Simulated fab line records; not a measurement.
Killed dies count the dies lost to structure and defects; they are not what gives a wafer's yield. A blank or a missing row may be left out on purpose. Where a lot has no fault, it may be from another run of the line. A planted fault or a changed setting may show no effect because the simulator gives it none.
Which tool was responsible?    flow berkeley_cmos170    14 lots, 42 wafers sampled, at 5 steps of a route of 331

## WHAT THE GAUGES READ, wafer by wafer
UCB170_ACTIVE_THK_MEAS_06.
lot   measured     on             ACTIVE_NITRIDE_THK (nm)
L963  day 4 02:37  film_metro-03  220.3 219.9 221.3
L964  day 4 07:30  film_metro-03  220.6 220.8 221.6
L965  day 4 12:34  film_metro-03  222.8 223.9 222.1
L966  day 4 19:32  film_metro-01  222.5 222.9 222.4
L971  day 5 23:12  film_metro-03  218.4 220.1 218.2
L973  day 6 11:13  film_metro-01  220.2 220.9 223.5
L975  day 6 21:53  film_metro-03  222.1 222.3 222.1
L976  day 6 21:53  film_metro-01  223.0 223.1 222.2
L977  day 7 05:20  film_metro-01  221.7 221.6 221.9
L979  day 7 05:28  film_metro-01  220.5 220.5 220.7
L980  day 7 16:13  film_metro-04  233.2 265.7 280.3
L981  day 7 16:14  film_metro-01  239.5 257.4 268.8
L984  day 8 12:58  film_metro-03  220.9 222.8 220.2
L986  day 8 19:28  film_metro-03  220.4 219.7 220.9

UCB170_PFIELD_OVL_MEAS_06.
lot   measured     on          PFIELD_OVL (nm)
L963  day 4 06:45  overlay-01  -4 -2 -8
L964  day 4 10:38  overlay-02  -4 -4 -2
L965  day 4 15:11  overlay-02  -1 3 -2
L966  day 4 22:16  overlay-01  -5 6 1
L971  day 6 02:23  overlay-02  6 -4 -5
L973  day 6 16:02  overlay-01  4 -1 0
L975  day 7 01:22  overlay-02  -5 -5 -4
L976  day 7 01:39  overlay-01  0 -4 -2
L977  day 7 10:08  overlay-01  -4 1 -4
L979  day 7 10:24  overlay-01  -8 1 -5
L980  day 7 18:56  overlay-02  6
L981  day 7 19:08  overlay-01  -3
L984  day 8 16:18  overlay-01  -10 -13 -4
L986  day 9 00:53  overlay-02  -12 1 0

UCB170_SCREENOX_THK_MEAS_02.
lot   measured      on             SCREENOX_OXIDE_THK (nm)
L963  day 5 06:16   film_metro-01  14.44 14.36 14.21
L964  day 5 06:18   film_metro-03  14.45 14.38 14.33
L965  day 5 16:31   film_metro-04  13.83 13.70 14.07
L966  day 5 18:35   film_metro-03  14.31 14.55 14.32
L971  day 7 02:26   film_metro-01  14.05 14.46 14.28
L973  day 7 12:22   film_metro-04  14.25 14.26 14.11
L975  day 7 23:08   film_metro-04  14.51 14.27 14.24
L976  day 7 23:08   film_metro-03  14.35 14.21 14.13
L977  day 8 09:05   film_metro-04  14.06 14.15 13.91
L979  day 8 09:05   film_metro-01  14.26 14.38 14.58
L980  day 8 18:56   film_metro-04  14.35
L981  day 8 18:56   film_metro-03  14.85
L984  day 9 16:56   film_metro-03  14.45 14.07 14.27
L986  day 10 01:04  film_metro-04  14.27 14.29 14.24

## TOOL THAT RAN EACH LOT (tool first, then ch and the chambers of the sampled wafers, then the start)
lot   UCB170_ACTIVE_CVD_05        UCB170_ACTIVE_ETCH_15
L963  lpcvd-02 ch 1, day 4 00:42  rie_diel-03 ch 0,2,3, day 4 03:52
L964  lpcvd-02 ch 0, day 4 05:34  rie_diel-03 ch 0,2,3, day 4 08:38
L965  lpcvd-02 ch 0, day 4 10:39  rie_diel-03 ch 0,1,2, day 4 13:43
L966  lpcvd-02 ch 1, day 4 17:37  rie_diel-01 ch 0,3, day 4 20:43
L971  lpcvd-01 ch 1, day 5 21:16  rie_diel-01 ch 0,1,3, day 6 00:15
L973  lpcvd-02 ch 0, day 6 09:17  rie_diel-03 ch 0,2,3, day 6 13:38
L975  lpcvd-02 ch 0, day 6 19:57  rie_diel-01 ch 0,1,2, day 6 22:58
L976  lpcvd-02 ch 0, day 6 19:57  rie_diel-01 ch 0,1, day 6 23:12
L977  lpcvd-02 ch 0, day 7 03:19  rie_diel-03 ch 1,3, day 7 07:23
L979  lpcvd-02 ch 1, day 7 03:19  rie_diel-03 ch 0,1,3, day 7 07:58
L980  lpcvd-02 ch 1, day 7 14:18  rie_diel-03 ch 1,2, day 7 17:31
L981  lpcvd-02 ch 1, day 7 14:18  rie_diel-02 ch 1,3, day 7 17:37
L984  lpcvd-01 ch 0, day 8 11:03  rie_diel-02 ch 1,2,3, day 8 14:51
L986  lpcvd-01 ch 0, day 8 17:32  rie_diel-01 ch 1,2, day 8 20:37
- UCB170_ACTIVE_CVD_05: deposits Si3N4 from SiH2Cl2/NH3, target thk 220 nm, time 3300 s.
- UCB170_ACTIVE_ETCH_15: etches Si3N4 in CH3F/Ar/O2, stops on SiO2, target depth 242 nm, time 151 s.

## AS READ BY THE TOOLS THEMSELVES (means over the sampled wafers that have a number; for cases with no such wafer, the mark the record gives instead)
UCB170_ACTIVE_CVD_05.
lot   tool      spike_tc_centre_C (C)  spike_tc_source_C (C)  zone_power_centre_pct (%)
L963  lpcvd-02  801.5                  822.6                  34.5
L964  lpcvd-02  802.8                  824.1                  31.3
L965  lpcvd-02  802.9                  823.1                  31.3
L966  lpcvd-02  802.0                  820.8                  34.6
L971  lpcvd-01  799.4                  821.6                  36.1
L973  lpcvd-02  803.1                  823.1                  31.4
L975  lpcvd-02  802.3                  823.9                  31.5
L976  lpcvd-02  802.9                  824.5                  31.2
L977  lpcvd-02  801.7                  824.2                  31.7
L979  lpcvd-02  801.5                  820.6                  34.7
L980  lpcvd-02  828.7                  818.4                  44.2
L981  lpcvd-02  829.5                  819.9                  44.2
L984  lpcvd-01  802.8                  826.2                  34.5
L986  lpcvd-01  802.9                  825.9                  34.4

UCB170_ACTIVE_ETCH_15.
lot   tool         CH3F_flow_sccm (sccm)  drypump_motor_current_A (A)  oes_product_au (a.u.)  throttle_valve_pct (%)
L963  rie_diel-03  20.03                  5.2                          0.930                  8.14
L964  rie_diel-03  20.00                  5.2                          0.936                  8.13
L965  rie_diel-03  20.00                  5.6                          0.949                  8.04
L966  rie_diel-01  19.97                  5.2                          0.930                  8.07
L971  rie_diel-01  19.96                  5.6                          0.935                  8.03
L973  rie_diel-03  20.05                  5.3                          0.930                  8.12
L975  rie_diel-01  19.99                  5.5                          0.930                  7.98
L976  rie_diel-01  19.95                  5.4                          0.926                  7.97
L977  rie_diel-03  20.01                  5.0                          0.934                  8.23
L979  rie_diel-03  20.03                  5.3                          0.939                  8.08
L980  rie_diel-03  20.02                  5.6                          0.993                  8.13
L981  rie_diel-02  20.00                  5.2                          0.985                  7.98
L984  rie_diel-02  20.01                  5.2                          0.947                  8.01
L986  rie_diel-01  19.97                  5.9                          0.929                  7.96

## THE ANSWER, worked out from the rows above alone
Rule: what is usual is taken from the lots themselves. Put in order of their means at a reading, lots are off if they are a third of the lots or fewer, leave a main group of 4 or more, and stand apart from it by a gap of 3 or more times the standard deviation of the main group's means; of several such gaps the widest counts. A main group is skipped when, at the precision printed for the reading in the tables above, its means are all equal. Also off: a lot with no number at a reading for which 4 or more lots have one. The other lots that the step has rows for count as sound. First the gauges in route order, then the tools' own readings, where a lot's mean is used as printed above. At the first step where some lot is off, the reading lying furthest off is the one used; lots without a number count as furthest.
Off: L980, L981, at UCB170_ACTIVE_THK_MEAS_06 (ACTIVE_NITRIDE_THK). The main group has a mean of 221.4 nm with a standard deviation of 1.1.
A tool fits if, at a process step before that reading, it ran every lot that is off, and no sound lot after the first of them. The gauges at UCB170_ACTIVE_THK_MEAS_06 aren't tried: what is off there is off at UCB170_ACTIVE_CVD_05 too, on other tools, and a gauge's error can't cause that. One fits: lpcvd-02 at UCB170_ACTIVE_CVD_05. Its last sound lot is L977 (day 7 03:19), its first lot that is off L980 (day 7 14:18): a fault that began between those two fits.
The tool's own readings at UCB170_ACTIVE_CVD_05 bear it out: on the lots that are off they differ by more than 5 times the standard deviation of the sound lots' means. spike_tc_centre_C reads 829.1 C there against 802.1 C on the sound lots; zone_power_centre_pct reads 44.2 % there against 33.1 % on the sound lots.

## WHAT HAD BEEN PUT IN BY THE SIMULATOR
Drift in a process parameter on lpcvd-02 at UCB170_ACTIVE_CVD_05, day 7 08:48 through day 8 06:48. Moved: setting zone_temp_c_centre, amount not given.
Shown lots that were struck: L980, L981. The same result came from the rule above.
